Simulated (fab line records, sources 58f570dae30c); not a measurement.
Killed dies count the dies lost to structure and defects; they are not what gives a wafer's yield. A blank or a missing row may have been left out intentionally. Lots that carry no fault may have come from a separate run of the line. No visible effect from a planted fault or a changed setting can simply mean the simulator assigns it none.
fab line records ; flow berkeley-cmos170
record lots=5; wafers=23
route steps=331 shown SPACER@171 SILICIDE@211 CONTACT@228 V1@261
start-h: the number of hours between the record's first day and the start of the first shown wafer of the lot ; wait-h: how many hours have passed since the lot's step before this one ; " as in the row above ; L1.1+2: a row that stands for several wafers ; - either no value or no given start ; * or withheld: withheld ; < > ~ a bound
route shown NAME@n: NAME is a module with steps in the file, n the number in the route of the first one ; usual: mean/standard deviation taken from wafers without a fault ; same: alike in all rows ; chamber/n: place in a boat ; sites: per-site readings ; _std_site: the values' standard deviation ; _edge_site: mean of outer sites minus mean of inner sites ; radius-mm: for every site, how far away it sits from the centre of the wafer ; mask NAME#n: copy n ; behind: the last tool/chamber to shape the wafer ; hold: why the lot went on hold/how many hours it stayed there/how the hold came to an end ; device: the transistor (n, p or np) that didn't switch ; end of line: the route-end tests of the same wafers ; a step given without rows: its recipe and nothing more ; killed: not the wafer's yield, but the dies lost to structure and defects at the first sort ; map: dies across one wafer; x = killed, . = not, _ = none there
set.NAME: the setting as run; set.NAME@STEP: as run at that earlier step ; model.NAME: the simulator's own value behind a step, which no gauge read
lots where settings were altered on purpose, with a table for each step and a row for each wafer
## steps
# step UCB170_SPACER_CVD_00
# recipe material=SiO2; target-thk-nm=376; temp-c=390; precursor=TEOS/O2; time-s=47; rf-w=550; pressure-mtorr=9000
lot.wafer;tool;chamber;start-h;wait-h;set.rf-w;model.SiO2_of_SPACER_CVD_00.thk-nm
L076.1+3;pecvd-02;0,1;173.55;0.0;498.7;363.7
L076.2;pecvd-02;2;173.55;0.0;550;377.1
L076.4;pecvd-02;1;173.55;0.0;498.7;371.6
L076.5;pecvd-02;2;173.55;0.0;550;380.8
L078.1;pecvd-01;0;190.39;0.0;550;366.9
L078.2;pecvd-01;1;190.39;0.0;588.8;374
L078.3;pecvd-01;2;190.39;0.0;550;359.7
L078.5;pecvd-01;1;190.39;0.0;588.8;376.1
L078.6;pecvd-01;0;190.39;0.0;588.8;376.7
L079.1;pecvd-02;2;191.04;0.0;550;370.1
L079.4;pecvd-02;2;191.04;0.0;550;378.2
L079.6;pecvd-02;1;191.04;0.0;550;368.4
L080.1;pecvd-01;2;196.39;0.0;506.8;353.8
L080.2;pecvd-01;1;196.39;0.0;506.8;354.9
L080.3;pecvd-01;0;196.39;0.0;550;366.6
L080.4;pecvd-01;1;196.39;0.0;506.8;357.3
L080.6;pecvd-01;2;196.39;0.0;550;369.3
L081.1;pecvd-01;2;196.74;0.0;527.9;355.7
L081.2;pecvd-01;1;196.74;0.0;527.9;359.2
L081.3;pecvd-01;0;196.74;0.0;550;367.4
L081.5;pecvd-01;2;196.74;0.0;550;368.2
L081.6;pecvd-01;0;196.74;0.0;527.9;366.3
# step UCB170_SPACER_ANNEAL_02
# recipe temp-c=900; time-s=1800; ambient=N2
# step UCB170_SPACER_ETCHBACK_03
# recipe stop-on=Si; target=SiO2; chemistry=CHF3/CF4/Ar; CHF3_flow_sccm=50; cf4-flow-sccm=10; Ar_flow_sccm=120; pressure-mtorr=200; rf-w=500; target-depth-a=3760; time-s=100
lot.wafer;tool;chamber;start-h;wait-h;set.rf-w@SPACER_CVD_00;model.etch.depth-nm
L076.1+3;rie-diel-02;1,2;179.37;0.0;498.7;363.7
L076.2;rie-diel-02;0;179.37;0.0;550;377.1
L076.4;rie-diel-02;2;179.37;0.0;498.7;371.6
L076.5;rie-diel-02;1;179.37;0.0;550;380.8
L078.1;rie-diel-01;0;195.86;0.0;550;366.9
L078.2;rie-diel-01;3;195.86;0.0;588.8;374
L078.3;rie-diel-01;2;195.86;0.0;550;359.7
L078.5;rie-diel-01;1;195.86;0.0;588.8;376.1
L078.6;rie-diel-01;0;195.86;0.0;588.8;376.7
L079.1;rie-diel-04;0;195.86;0.0;550;370.1
L079.4;rie-diel-04;3;195.86;0.0;550;378.2
L079.6;rie-diel-04;1;195.86;0.0;550;368.4
L080.1;rie-diel-01;2;199.73;0.0;506.8;353.8
L080.2;rie-diel-01;0;199.73;0.0;506.8;354.9
L080.3;rie-diel-01;3;199.73;0.0;550;366.6
L080.4;rie-diel-01;1;199.73;0.0;506.8;357.3
L080.6;rie-diel-01;0;199.73;0.0;550;369.3
L081.1;rie-diel-04;2;199.73;0.0;527.9;355.7
L081.2;rie-diel-04;1;199.73;0.0;527.9;359.2
L081.3;rie-diel-04;0;199.73;0.0;550;367.4
L081.5;rie-diel-04;1;199.73;0.0;550;368.2
L081.6;rie-diel-04;2;199.73;0.0;527.9;366.3
# step UCB170_SILICIDE_SPUTTER_01
# recipe material=Ti; target-thk-nm=30; time-s=25; power-w=1500; chamber-pressure-pa=0.5
lot.wafer;tool;chamber;start-h;wait-h;set.power-w;model.Ti_of_SILICIDE_SPUTTER_01.thk-nm
L076.1;pvd-sputter-02;-;185.53;0.0;1321;26.37
L076.2;pvd-sputter-02;-;185.53;0.0;1500;29.2
L076.3;pvd-sputter-02;-;185.53;0.0;1321;26.08
L076.4;pvd-sputter-02;-;185.53;0.0;1500;29.88
L076.5;pvd-sputter-02;-;185.53;0.0;1321;26.19
L078.1;pvd-sputter-01;-;203.65;0.0;1340;26.82
L078.2;pvd-sputter-01;-;203.65;0.0;1340;26.79
L078.3;pvd-sputter-01;-;203.65;0.0;1500;29.87
L078.5;pvd-sputter-01;-;203.65;0.0;1500;30.1
L078.6;pvd-sputter-01;-;203.65;0.0;1500;29.85
L079.1;pvd-sputter-02;-;203.65;0.0;1500;29.66
L079.4;pvd-sputter-02;-;203.65;0.0;1500;29.89
L079.6;pvd-sputter-02;-;203.65;0.0;1500;29.8
L081.1;pvd-sputter-03;-;206.02;0.0;1500;30.01
L081.2;pvd-sputter-03;-;206.02;0.0;1571;31.22
L081.3;pvd-sputter-03;-;206.02;0.0;1500;29.65
L081.5;pvd-sputter-03;-;206.02;0.0;1500;29.95
L081.6;pvd-sputter-03;-;206.02;0.0;1571;31.14
L080.1;pvd-sputter-02;-;206.67;0.0;1500;29.6
L080.2;pvd-sputter-02;-;206.67;0.0;1564;30.96
L080.3;pvd-sputter-02;-;206.67;0.0;1500;29.68
L080.4;pvd-sputter-02;-;206.67;0.0;1564;31.16
L080.6;pvd-sputter-02;-;206.67;0.0;1564;31.13
# step UCB170_SILICIDE_RS_MEAS_02
# recipe thk-meas-gauge=four-point-probe; reads=Ti_of_SILICIDE_SPUTTER_01
# usual SILICIDE_TI_RS=26.29/0.24
lot.wafer;tool;chamber;start-h;wait-h;set.power-w@SILICIDE_SPUTTER_01;SILICIDE_TI_RS[ohm/sq]
L076.1;film-metro-02;-;185.56;0.0;1321;30.46
L076.2;film-metro-02;-;185.56;0.0;1500;26.98
L076.3;film-metro-02;-;185.56;0.0;1321;30.77
L076.4;film-metro-02;-;185.56;0.0;1500;26.28
L076.5;film-metro-02;-;185.56;0.0;1321;30.76
L078.1;film-metro-04;-;203.68;0.0;1340;29.78
L078.2;film-metro-04;-;203.68;0.0;1340;29.87
L078.3;film-metro-04;-;203.68;0.0;1500;26.23
L078.5;film-metro-04;-;203.68;0.0;1500;25.97
L078.6;film-metro-04;-;203.68;0.0;1500;26.31
L079.1;film-metro-02;-;203.68;0.0;1500;26.58
L079.4;film-metro-02;-;203.68;0.0;1500;26.23
L079.6;film-metro-02;-;203.68;0.0;1500;26.37
L081.1;film-metro-02;-;206.05;0.0;1500;26.07
L081.2;film-metro-02;-;206.05;0.0;1571;24.95
L081.3;film-metro-02;-;206.05;0.0;1500;26.51
L081.5;film-metro-02;-;206.05;0.0;1500;26.19
L081.6;film-metro-02;-;206.05;0.0;1571;25.02
L080.1;film-metro-02;-;206.70;0.0;1500;26.62
L080.2;film-metro-02;-;206.70;0.0;1564;25.24
L080.3;film-metro-02;-;206.70;0.0;1500;26.53
L080.4;film-metro-02;-;206.70;0.0;1564;25.01
L080.6;film-metro-02;-;206.70;0.0;1564;25.02
# step UCB170_SILICIDE_THK_MEAS_03
# recipe thk-meas-gauge=xrf; reads=Ti_of_SILICIDE_SPUTTER_01
# usual SILICIDE_TI_THK=29.90/0.23
lot.wafer;tool;chamber;start-h;wait-h;set.power-w@SILICIDE_SPUTTER_01;SILICIDE_TI_THK[nm]
L076.1;film-metro-02;-;185.68;0.1;1321;26.37
L076.2;film-metro-02;-;185.68;0.1;1500;29.39
L076.3;film-metro-02;-;185.68;0.1;1321;26.09
L076.4;film-metro-02;-;185.68;0.1;1500;29.98
L076.5;film-metro-02;-;185.68;0.1;1321;26.32
L078.1;film-metro-04;-;203.80;0.1;1340;26.61
L078.2;film-metro-04;-;203.80;0.1;1340;26.48
L078.3;film-metro-04;-;203.80;0.1;1500;29.70
L078.5;film-metro-04;-;203.80;0.1;1500;29.77
L078.6;film-metro-04;-;203.80;0.1;1500;29.54
L079.1;film-metro-02;-;203.80;0.1;1500;29.79
L079.4;film-metro-02;-;203.80;0.1;1500;29.95
L079.6;film-metro-02;-;203.80;0.1;1500;29.88
L081.1;film-metro-02;-;206.17;0.1;1500;30.17
L081.2;film-metro-02;-;206.17;0.1;1571;31.41
L081.3;film-metro-02;-;206.17;0.1;1500;29.71
L081.5;film-metro-02;-;206.17;0.1;1500;30.02
L081.6;film-metro-02;-;206.17;0.1;1571;31.24
L080.1;film-metro-02;-;206.82;0.1;1500;29.81
L080.2;film-metro-02;-;206.82;0.1;1564;31.01
L080.3;film-metro-02;-;206.82;0.1;1500;29.59
L080.4;film-metro-02;-;206.82;0.1;1564;31.13
L080.6;film-metro-02;-;206.82;0.1;1564;31.22
# step UCB170_CONTACT_EXPOSE_12
# recipe mask-id=CONT; target-cd-nm=700; na=0.5; sigma-outer=0.6; source-shape=conventional; dose-mj=35
lot.wafer;tool;chamber;start-h;wait-h;mask;set.dose-mj
L076.1+2+3+4+5;krf-scanner-02;0;190.48;-;CONT#0;35
L079.1+4+6;krf-scanner-02;0;209.86;-;CONT#0;35
L078.1+3+5;krf-scanner-01;0;210.12;-;CONT#0;35.78
L078.2+6;krf-scanner-01;0;210.12;-;CONT#0;35
L081.1+5+6;krf-scanner-01;0;212.56;-;CONT#0;34.15
L081.2+3;krf-scanner-01;0;212.56;-;CONT#0;35
L080.1+3+6;krf-scanner-01;0;213.25;-;CONT#0;35
L080.2+4;krf-scanner-01;0;213.25;-;CONT#0;34.24
# step UCB170_CONTACT_PEB_13
# recipe peb-temp-c=130; peb-time-s=withheld; resist=KrF
# step UCB170_CONTACT_DEVELOP_14
# recipe developer=TMAH; develop-time-s=45; resist=KrF; dev-temp-c=21
# step UCB170_CONTACT_CD_MEAS_15
# recipe target-cd-nm=700
# usual cd-nm=699.6/1.4
lot.wafer;tool;chamber;start-h;wait-h;set.dose-mj@CONTACT_EXPOSE_12;cd-nm
L076.1;cd-sem-01;-;191.00;-;35;700.3
L076.2;cd-sem-01;-;191.00;-;35;700.6
L076.3;cd-sem-01;-;191.00;-;35;701.7
L076.4;cd-sem-01;-;191.00;-;35;700.4
L076.5;cd-sem-01;-;191.00;-;35;701.7
L079.1;cd-sem-02;-;210.39;-;35;697.6
L079.4;cd-sem-02;-;210.39;-;35;697.6
L079.6;cd-sem-02;-;210.39;-;35;698.8
L078.1;cd-sem-02;-;210.54;-;35.78;703.5
L078.2;cd-sem-02;-;210.54;-;35;700.4
L078.3;cd-sem-02;-;210.54;-;35.78;703.9
L078.5;cd-sem-02;-;210.54;-;35.78;704.3
L078.6;cd-sem-02;-;210.54;-;35;700.4
L081.1;cd-sem-01;-;213.29;-;34.15;695.6
L081.2;cd-sem-01;-;213.29;-;35;701.4
L081.3;cd-sem-01;-;213.29;-;35;699.7
L081.5;cd-sem-01;-;213.29;-;34.15;696.4
L081.6;cd-sem-01;-;213.29;-;34.15;695.0
L080.1;cd-sem-01;-;213.87;-;35;697.4
L080.2;cd-sem-01;-;213.87;-;34.24;693.9
L080.3;cd-sem-01;-;213.87;-;35;697.5
L080.4;cd-sem-01;-;213.87;-;34.24;695.2
L080.6;cd-sem-01;-;213.87;-;35;697.5
# step UCB170_CONTACT_ETCH_17
# recipe chemistry=N2/H2; target-depth-a=withheld; overetch-a=withheld; target=BARC; time-s=withheld; source-w=500; bias-w=100; pressure-mtorr=30; n2-flow-sccm=100; h2-flow-sccm=200
lot.wafer;tool;chamber;start-h;wait-h;set.dose-mj@CONTACT_EXPOSE_12;model.CONTACT.cd-nm
L076.1;rie-diel-01;0;191.15;0.0;35;699.6
L076.2;rie-diel-01;2;191.15;0.0;35;700.6
L076.3;rie-diel-01;3;191.15;0.0;35;701.7
L076.4;rie-diel-01;1;191.15;0.0;35;700.9
L076.5;rie-diel-01;1;191.15;0.0;35;701.8
L079.1;rie-diel-03;3;210.54;0.0;35;697.4
L079.4;rie-diel-03;0;210.54;0.0;35;697.3
L079.6;rie-diel-03;3;210.54;0.0;35;699
L078.1;rie-diel-02;2;210.70;0.0;35.78;703.3
L078.2;rie-diel-02;3;210.70;0.0;35;700.1
L078.3;rie-diel-02;0;210.70;0.0;35.78;705
L078.5;rie-diel-02;0;210.70;0.0;35.78;704.6
L078.6;rie-diel-02;3;210.70;0.0;35;700.8
L081.1;rie-diel-03;0;213.44;0.0;34.15;695.8
L081.2;rie-diel-03;2;213.44;0.0;35;701.7
L081.3;rie-diel-03;3;213.44;0.0;35;699.9
L081.5;rie-diel-03;3;213.44;0.0;34.15;696.2
L081.6;rie-diel-03;0;213.44;0.0;34.15;694.9
L080.1;rie-diel-03;3;214.02;0.0;35;697.9
L080.2;rie-diel-03;0;214.02;0.0;34.24;694.2
L080.3;rie-diel-03;2;214.02;0.0;35;697.8
L080.4;rie-diel-03;2;214.02;0.0;34.24;695.6
L080.6;rie-diel-03;0;214.02;0.0;35;697.6
# step UCB170_CONTACT_ETCH_18
# recipe chemistry=CHF3/CF4/Ar; target=PSG; stop-on=TiSi2; CHF3_flow_sccm=45; cf4-flow-sccm=15; Ar_flow_sccm=150; pressure-mtorr=200; rf-w=700; target-depth-a=8400; over-etch-frac=0.2; time-s=195
# step UCB170_CONTACT_STRIP_19
# recipe chemistry=O2; power-w=400; pressure-mtorr=3500; platen-temp-c=withheld; o2-flow-sccm=400; overash-fraction=0.5
# step UCB170_CONTACT_CD_MEAS_90
# recipe target-cd-nm=700
# usual cd-nm=699.6/1.7
lot.wafer;tool;chamber;start-h;wait-h;set.dose-mj@CONTACT_EXPOSE_12;cd-nm
L076.1;cd-sem-01;-;191.42;0.1;35;699.6
L076.2;cd-sem-01;-;191.42;0.1;35;701.3
L076.3;cd-sem-01;-;191.42;0.1;35;701.7
L076.4;cd-sem-01;-;191.42;0.1;35;700.8
L076.5;cd-sem-01;-;191.42;0.1;35;702.4
L079.1;cd-sem-02;-;210.81;0.1;35;696.7
L079.4;cd-sem-02;-;210.81;0.1;35;697.5
L079.6;cd-sem-02;-;210.81;0.1;35;698.6
L078.1;cd-sem-02;-;210.96;0.1;35.78;703.4
L078.2;cd-sem-02;-;210.96;0.1;35;700.3
L078.3;cd-sem-02;-;210.96;0.1;35.78;706.0
L078.5;cd-sem-02;-;210.96;0.1;35.78;705.5
L078.6;cd-sem-02;-;210.96;0.1;35;701.4
L081.1;cd-sem-02;-;213.71;0.1;34.15;695.5
L081.2;cd-sem-02;-;213.71;0.1;35;701.9
L081.3;cd-sem-02;-;213.71;0.1;35;699.1
L081.5;cd-sem-02;-;213.71;0.1;34.15;695.8
L081.6;cd-sem-02;-;213.71;0.1;34.15;694.4
L080.1;cd-sem-01;-;214.29;0.1;35;696.9
L080.2;cd-sem-01;-;214.29;0.1;34.24;694.3
L080.3;cd-sem-01;-;214.29;0.1;35;698.5
L080.4;cd-sem-01;-;214.29;0.1;34.24;695.9
L080.6;cd-sem-01;-;214.29;0.1;35;697.3
# step UCB170_V1_COAT_07
# recipe resist=KrF; spin-rpm=1500; resist-thk-nm=900
lot.wafer;tool;chamber;start-h;wait-h;set.spin-rpm;model.KrF_of_V1_COAT_07.thk-nm
L076.1;litho-track-02;0;198.39;0.1;1500;900.1
L076.2;litho-track-02;0;198.39;0.1;1500;896.6
L076.3;litho-track-02;0;198.39;0.1;1500;899.5
L076.4;litho-track-02;0;198.39;0.1;1500;895.9
L076.5;litho-track-02;0;198.39;0.1;1500;899
L079.1;litho-track-01;0;216.87;0.1;1500;894.7
L079.4;litho-track-01;0;216.87;0.1;1500;894.5
L079.6;litho-track-01;0;216.87;0.1;1500;895.1
L078.1;litho-track-03;0;217.95;0.1;1500;901
L078.2;litho-track-03;0;217.95;0.1;1576;882.1
L078.3;litho-track-03;0;217.95;0.1;1576;878.2
L078.5;litho-track-03;0;217.95;0.1;1576;879.4
L078.6;litho-track-03;0;217.95;0.1;1500;901.6
L081.1;litho-track-01;0;219.37;0.1;1403;931.8
L081.2;litho-track-01;0;219.37;0.1;1403;929.4
L081.3;litho-track-01;0;219.37;0.1;1500;896.4
L081.5;litho-track-01;0;219.37;0.1;1500;900
L081.6;litho-track-01;0;219.37;0.1;1500;896.6
L080.1;litho-track-01;0;223.75;0.1;1534;892.3
L080.2;litho-track-01;0;223.75;0.1;1500;902.2
L080.3;litho-track-01;0;223.75;0.1;1500;903.1
L080.4;litho-track-01;0;223.75;0.1;1534;890.6
L080.6;litho-track-01;0;223.75;0.1;1534;891.8
# step UCB170_V1_PEB_10
# recipe peb-temp-c=130; peb-time-s=withheld; resist=KrF
lot.wafer;tool;chamber;start-h;wait-h;set.peb-temp-c
L076.1+2+3+4+5;litho-track-02;0;199.24;0.4;130
L079.1+4+6;litho-track-01;0;217.62;0.3;130
L078.1+2+3+5+6;litho-track-03;0;218.49;0.1;130
L081.1+3+5;litho-track-03;0;220.13;0.2;130
L081.2+6;litho-track-03;0;220.13;0.2;132.2
L080.1+4;litho-track-02;0;224.52;0.4;127.2
L080.2+3+6;litho-track-02;0;224.52;0.4;130
# step UCB170_V1_DEVELOP_11
# recipe developer=TMAH; develop-time-s=45; resist=KrF; dev-temp-c=21
# step UCB170_V1_CD_MEAS_12
# recipe target-cd-nm=700
# usual cd-nm=700.0/1.4
lot.wafer;tool;chamber;start-h;wait-h;set.peb-temp-c@V1_PEB_10;cd-nm
L076.1;cd-sem-02;-;199.52;-;130;698.7
L076.2;cd-sem-02;-;199.52;-;130;698.6
L076.3;cd-sem-02;-;199.52;-;130;699.8
L076.4;cd-sem-02;-;199.52;-;130;697.9
L076.5;cd-sem-02;-;199.52;-;130;699.7
L079.1;cd-sem-01;-;217.89;-;130;698.9
L079.4;cd-sem-01;-;217.89;-;130;697.2
L079.6;cd-sem-01;-;217.89;-;130;696.9
L078.1;cd-sem-02;-;218.77;-;130;700.1
L078.2;cd-sem-02;-;218.77;-;130;700.7
L078.3;cd-sem-02;-;218.77;-;130;700.5
L078.5;cd-sem-02;-;218.77;-;130;700.0
L078.6;cd-sem-02;-;218.77;-;130;699.7
L081.1;cd-sem-02;-;220.40;-;130;697.2
L081.2;cd-sem-02;-;220.40;-;132.2;710.8
L081.3;cd-sem-02;-;220.40;-;130;699.5
L081.5;cd-sem-02;-;220.40;-;130;699.6
L081.6;cd-sem-02;-;220.40;-;132.2;711.2
L080.1;cd-sem-02;-;224.80;-;127.2;679.1
L080.2;cd-sem-02;-;224.80;-;130;698.1
L080.3;cd-sem-02;-;224.80;-;130;699.0
L080.4;cd-sem-02;-;224.80;-;127.2;677.9
L080.6;cd-sem-02;-;224.80;-;130;698.5
# step UCB170_V1_ETCH_14
# recipe chemistry=CHF3/CF4/Ar; target=SiO2; stop-on=Al; CHF3_flow_sccm=45; cf4-flow-sccm=15; Ar_flow_sccm=150; pressure-mtorr=200; rf-w=684.5; target-depth-a=12500; over-etch-frac=0.25; time-s=291
lot.wafer;tool;chamber;start-h;wait-h;set.spin-rpm@V1_COAT_07;set.peb-temp-c@V1_PEB_10;model.KrF_of_V1_COAT_07.thk-nm;model.V1.cd-nm
L076.1;rie-diel-03;3;199.67;0.0;1500;130;611;698
L076.2;rie-diel-03;2;199.67;0.0;1500;130;607.7;699.1
L076.3;rie-diel-03;0;199.67;0.0;1500;130;613;699.1
L076.4;rie-diel-03;0;199.67;0.0;1500;130;610.7;697.2
L076.5;rie-diel-03;3;199.67;0.0;1500;130;613.3;698.5
L079.1;rie-diel-02;0;218.05;0.0;1500;130;602;698.4
L079.4;rie-diel-02;2;218.05;0.0;1500;130;612.6;695.9
L079.6;rie-diel-02;0;218.05;0.0;1500;130;604.4;697.1
L078.1;rie-diel-04;0;218.92;0.0;1500;130;609.9;700.4
L078.2;rie-diel-04;2;218.92;0.0;1576;130;588.3;700.2
L078.3;rie-diel-04;3;218.92;0.0;1576;130;593.6;700.3
L078.5;rie-diel-04;3;218.92;0.0;1576;130;591.9;700
L078.6;rie-diel-04;2;218.92;0.0;1500;130;608.3;698.9
L081.1;rie-diel-04;2;220.56;0.0;1403;130;639;697.6
L081.2;rie-diel-04;1;220.56;0.0;1403;132.2;643.7;712.4
L081.3;rie-diel-04;0;220.56;0.0;1500;130;603.7;700.4
L081.5;rie-diel-04;3;220.56;0.0;1500;130;615.8;699.9
L081.6;rie-diel-04;0;220.56;0.0;1500;132.2;606.7;711.3
L080.1;rie-diel-03;2;224.95;0.0;1534;127.2;600.5;679.3
L080.2;rie-diel-03;3;224.95;0.0;1500;130;612.6;697.5
L080.3;rie-diel-03;0;224.95;0.0;1500;130;617;697.5
L080.4;rie-diel-03;1;224.95;0.0;1534;127.2;601.2;677.2
L080.6;rie-diel-03;0;224.95;0.0;1534;130;603.8;697.1
# step UCB170_V1_STRIP_15
# recipe chemistry=O2; power-w=400; pressure-mtorr=3500; platen-temp-c=withheld; o2-flow-sccm=400; overash-fraction=0.5
# usual strip-time-to-endpoint-s=15.31/0.11
lot.wafer;tool;chamber;start-h;wait-h;set.spin-rpm@V1_COAT_07;strip-time-to-endpoint-s
L076.1;plasma-asher-02;1;199.85;0.1;1500;15.34
L076.2;plasma-asher-02;0;199.85;0.1;1500;15.26
L076.3;plasma-asher-02;0;199.85;0.1;1500;15.37
L076.4;plasma-asher-02;1;199.85;0.1;1500;15.32
L076.5;plasma-asher-02;0;199.85;0.1;1500;15.37
L079.1;plasma-asher-02;1;218.23;0.1;1500;15.13
L079.4;plasma-asher-02;1;218.23;0.1;1500;15.38
L079.6;plasma-asher-02;1;218.23;0.1;1500;15.18
L078.1;plasma-asher-04;0;219.10;0.1;1500;15.32
L078.2;plasma-asher-04;1;219.10;0.1;1576;14.78
L078.3;plasma-asher-04;1;219.10;0.1;1576;14.92
L078.5;plasma-asher-04;0;219.10;0.1;1576;14.88
L078.6;plasma-asher-04;1;219.10;0.1;1500;15.27
L081.1;plasma-asher-03;0;220.74;0.1;1403;15.93
L081.2;plasma-asher-03;1;220.74;0.1;1403;16.04
L081.3;plasma-asher-03;0;220.74;0.1;1500;15.15
L081.5;plasma-asher-03;0;220.74;0.1;1500;15.46
L081.6;plasma-asher-03;1;220.74;0.1;1500;15.24
L080.1;plasma-asher-04;0;225.13;0.1;1534;15.08
L080.2;plasma-asher-04;1;225.13;0.1;1500;15.37
L080.3;plasma-asher-04;0;225.13;0.1;1500;15.48
L080.4;plasma-asher-04;1;225.13;0.1;1534;15.09
L080.6;plasma-asher-04;1;225.13;0.1;1534;15.17
# step UCB170_V1_CD_MEAS_90
# recipe target-cd-nm=700
# usual cd-nm=699.8/1.7
lot.wafer;tool;chamber;start-h;wait-h;set.peb-temp-c@V1_PEB_10;cd-nm
L076.1;cd-sem-01;-;199.95;0.1;130;697.5
L076.2;cd-sem-01;-;199.95;0.1;130;699.2
L076.3;cd-sem-01;-;199.95;0.1;130;699.0
L076.4;cd-sem-01;-;199.95;0.1;130;697.3
L076.5;cd-sem-01;-;199.95;0.1;130;699.1
L079.1;cd-sem-02;-;218.33;0.1;130;698.4
L079.4;cd-sem-02;-;218.33;0.1;130;696.2
L079.6;cd-sem-02;-;218.33;0.1;130;697.5
L078.1;cd-sem-01;-;219.20;0.1;130;700.2
L078.2;cd-sem-01;-;219.20;0.1;130;700.4
L078.3;cd-sem-01;-;219.20;0.1;130;700.1
L078.5;cd-sem-01;-;219.20;0.1;130;700.3
L078.6;cd-sem-01;-;219.20;0.1;130;699.1
L081.1;cd-sem-01;-;220.84;0.1;130;697.8
L081.2;cd-sem-01;-;220.84;0.1;132.2;712.6
L081.3;cd-sem-01;-;220.84;0.1;130;700.4
L081.5;cd-sem-01;-;220.84;0.1;130;699.9
L081.6;cd-sem-01;-;220.84;0.1;132.2;711.3
L080.1;cd-sem-02;-;225.23;0.1;127.2;679.2
L080.2;cd-sem-02;-;225.23;0.1;130;697.5
L080.3;cd-sem-02;-;225.23;0.1;130;697.7
L080.4;cd-sem-02;-;225.23;0.1;127.2;677.2
L080.6;cd-sem-02;-;225.23;0.1;130;697.0
## key
split step=UCB170_SPACER_CVD_00; setting=rf-w; stated=550; by=wafer
response step=UCB170_SPACER_CVD_00; reading=model.SiO2_of_SPACER_CVD_00.thk-nm; change=+1.55; per=1%; r=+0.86
response step=UCB170_SPACER_ETCHBACK_03; reading=model.etch.depth-nm; change=+1.55; per=1%; r=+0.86
split step=UCB170_SILICIDE_SPUTTER_01; setting=power-w; stated=1500; by=wafer
response step=UCB170_SILICIDE_SPUTTER_01; reading=model.Ti_of_SILICIDE_SPUTTER_01.thk-nm; change=+0.288; per=1%; r=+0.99
response step=UCB170_SILICIDE_RS_MEAS_02; reading=SILICIDE_TI_RS; change=-0.335; per=1%; r=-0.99
response step=UCB170_SILICIDE_THK_MEAS_03; reading=SILICIDE_TI_THK; change=+0.292; per=1%; r=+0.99
split step=UCB170_CONTACT_EXPOSE_12; setting=dose-mj; stated=35; by=wafer
response step=UCB170_CONTACT_CD_MEAS_15; reading=cd-nm; change=+1.66; per=1%; r=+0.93
response step=UCB170_CONTACT_ETCH_17; reading=model.CONTACT.cd-nm; change=+1.76; per=1%; r=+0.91
response step=UCB170_CONTACT_CD_MEAS_90; reading=cd-nm; change=+1.75; per=1%; r=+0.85
split step=UCB170_V1_COAT_07; setting=spin-rpm; stated=1500; by=wafer
response step=UCB170_V1_COAT_07; reading=model.KrF_of_V1_COAT_07.thk-nm; change=-4.77; per=1%; r=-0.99
response step=UCB170_V1_ETCH_14; reading=model.KrF_of_V1_COAT_07.thk-nm; change=-4.55; per=1%; r=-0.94
response step=UCB170_V1_STRIP_15; reading=strip-time-to-endpoint-s; change=*; per=1%; r=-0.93
split step=UCB170_V1_PEB_10; setting=peb-temp-c; stated=130; by=wafer
response step=UCB170_V1_CD_MEAS_12; reading=cd-nm; change=+8.52; per=1%; r=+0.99
response step=UCB170_V1_ETCH_14; reading=model.V1.cd-nm; change=+8.31; per=1%; r=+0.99
response step=UCB170_V1_CD_MEAS_90; reading=cd-nm; change=+8.35; per=1%; r=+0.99
